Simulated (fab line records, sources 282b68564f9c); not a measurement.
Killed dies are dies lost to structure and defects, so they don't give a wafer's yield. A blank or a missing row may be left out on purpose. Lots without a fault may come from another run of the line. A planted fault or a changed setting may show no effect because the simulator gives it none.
Which tool did it? | flow rit_cmos | 14 lots, 42 wafers sampled, at 3 steps of a route of 202

WHAT THE GAUGES READ, wafer by wafer
RIT_SDANNEAL_RS_MEAS_04: measures by four-point-probe. Usual: PSD_RS 115.9 ohm/sq, standard deviation 0.33.
lot  | measured    | on            | PSD_RS (ohm/sq)                     | flag
L693 | day 3 06:25 | film_metro-04 | 115.5 115.8 115.6                   |
L694 | day 3 08:53 | film_metro-03 | 115.8 115.6 115.8                   |
L695 | day 3 14:49 | film_metro-03 | 115.3 115.3 115.5                   |
L696 | day 3 18:08 | film_metro-01 | 116.1 116.2 116.3                   |
L697 | day 4 00:05 | film_metro-01 | 116.2 115.8 115.6                   |
L698 | day 4 06:43 | film_metro-03 | 115.5 115.8 115.6                   |
L701 | day 4 21:32 | film_metro-03 | 115.6 115.8 116.2                   |
L702 | day 5 03:27 | film_metro-03 | 116.2 116.3 116.3                   |
L703 | day 5 11:32 | film_metro-04 | 116.0 116.4 116.3                   |
L705 | day 5 18:53 | film_metro-04 | 116.1 116.3 116.1                   |
L706 | day 6 00:11 | film_metro-03 | 115.8 116.1 116.1                   |
L707 | day 6 07:05 | film_metro-03 | 115.3 115.6 115.6                   |
L712 | day 7 02:49 | film_metro-04 | 112.6 112.3 112.5 112.7 112.4 111.9 | OFF
L714 | day 7 16:35 | film_metro-03 | 112.8 112.5 112.9 112.7 112.7 112.9 | OFF

RIT_SDANNEAL_RS_MEAS_06: measures by four-point-probe. Usual: PLDD_RS 178.6 ohm/sq, standard deviation 0.5.
lot  | measured    | on            | PLDD_RS (ohm/sq)                    | flag
L693 | day 3 06:40 | film_metro-04 | 178.1 178.4 179.1                   |
L694 | day 3 09:07 | film_metro-03 | 178.0 178.4 178.9                   |
L695 | day 3 15:04 | film_metro-03 | 177.1 178.1 177.3                   |
L696 | day 3 18:22 | film_metro-01 | 178.7 178.7 178.7                   |
L697 | day 4 00:20 | film_metro-01 | 179.7 179.1 179.0                   |
L698 | day 4 06:58 | film_metro-03 | 178.2 178.3 178.1                   |
L701 | day 4 21:47 | film_metro-03 | 177.5 177.7 178.2                   |
L702 | day 5 03:41 | film_metro-03 | 178.4 178.2 178.1                   |
L703 | day 5 11:46 | film_metro-04 | 178.5 178.5 178.7                   |
L705 | day 5 19:08 | film_metro-04 | 178.9 178.7 178.9                   |
L706 | day 6 00:25 | film_metro-03 | 178.5 177.4 178.1                   |
L707 | day 6 07:20 | film_metro-03 | 178.1 178.2 178.6                   |
L712 | day 7 11:25 | film_metro-04 | 175.2 174.7 174.2 174.9 174.6 174.5 | OFF
L714 | day 7 21:51 | film_metro-03 | 175.7 175.1 175.5 175.4 175.2 175.8 | OFF

WHICH TOOL RAN EACH LOT (tool, then ch and the chambers of the sampled wafers, then the start)
lot  | RIT_SDANNEAL_RTA_03
L693 | rtp_anneal-01 ch 0, day 3 06:19
L694 | rtp_anneal-02 ch 0, day 3 08:49
L695 | rtp_anneal-01 ch 0, day 3 14:42
L696 | rtp_anneal-02 ch 0, day 3 18:04
L697 | rtp_anneal-01 ch 0, day 4 00:02
L698 | rtp_anneal-02 ch 0, day 4 06:40
L701 | rtp_anneal-01 ch 0, day 4 21:28
L702 | rtp_anneal-02 ch 0, day 5 03:23
L703 | rtp_anneal-01 ch 0, day 5 11:28
L705 | rtp_anneal-01 ch 0, day 5 18:49
L706 | rtp_anneal-02 ch 0, day 6 00:07
L707 | rtp_anneal-02 ch 0, day 6 07:02
L712 | rtp_anneal-02 ch 0, day 7 02:44
L714 | rtp_anneal-02 ch 0, day 7 16:31
- RIT_SDANNEAL_RTA_03: time 5 s.

WHAT THE TOOLS THEMSELVES READ (means of the sampled wafers that have a number; where no wafer has one, the mark that the record gives instead)
RIT_SDANNEAL_RTA_03. Usual: wafer_temp_C_max 1053.5, standard deviation 1.1.
lot  | tool          | wafer_temp_C_max | flag
L693 | rtp_anneal-01 | 1054.4           |
L694 | rtp_anneal-02 | 1054.7           |
L695 | rtp_anneal-01 | 1054.3           |
L696 | rtp_anneal-02 | 1053.0           |
L697 | rtp_anneal-01 | 1053.4           |
L698 | rtp_anneal-02 | 1054.1           |
L701 | rtp_anneal-01 | 1053.4           |
L702 | rtp_anneal-02 | 1053.4           |
L703 | rtp_anneal-01 | 1052.9           |
L705 | rtp_anneal-01 | 1053.3           |
L706 | rtp_anneal-02 | 1053.2           |
L707 | rtp_anneal-02 | 1051.9           |
L712 | rtp_anneal-02 | 1054.4           |
L714 | rtp_anneal-02 | 1053.3           |

THE ANSWER, worked out from the rows above alone
Rule: a lot is off if the mean of its wafers that have a number lies more than 3 standard deviations from the usual mean. A lot without any number at a reading at which 4 lots or more have one is off too. The other lots that the step has rows for count as sound. The gauges are gone through in route order, then the tools' own readings, and for those a lot's mean is taken as printed above. The first step at which some lot is off is used, and at that step the reading that is off furthest; a lot without a number counts as furthest.
Off: L712, L714, at RIT_SDANNEAL_RS_MEAS_04 (PSD_RS).
A tool fits if, at a process step before that reading, it ran every lot that is off, and no sound lot after the first of them. The gauges at RIT_SDANNEAL_RS_MEAS_04 are tried like those tools. One fits: rtp_anneal-02 at RIT_SDANNEAL_RTA_03. Its last sound lot is L707 (day 6 07:02), its first lot that is off L712 (day 7 02:44): a fault that began between those two fits.

WHAT THE SIMULATOR HAD PUT IN
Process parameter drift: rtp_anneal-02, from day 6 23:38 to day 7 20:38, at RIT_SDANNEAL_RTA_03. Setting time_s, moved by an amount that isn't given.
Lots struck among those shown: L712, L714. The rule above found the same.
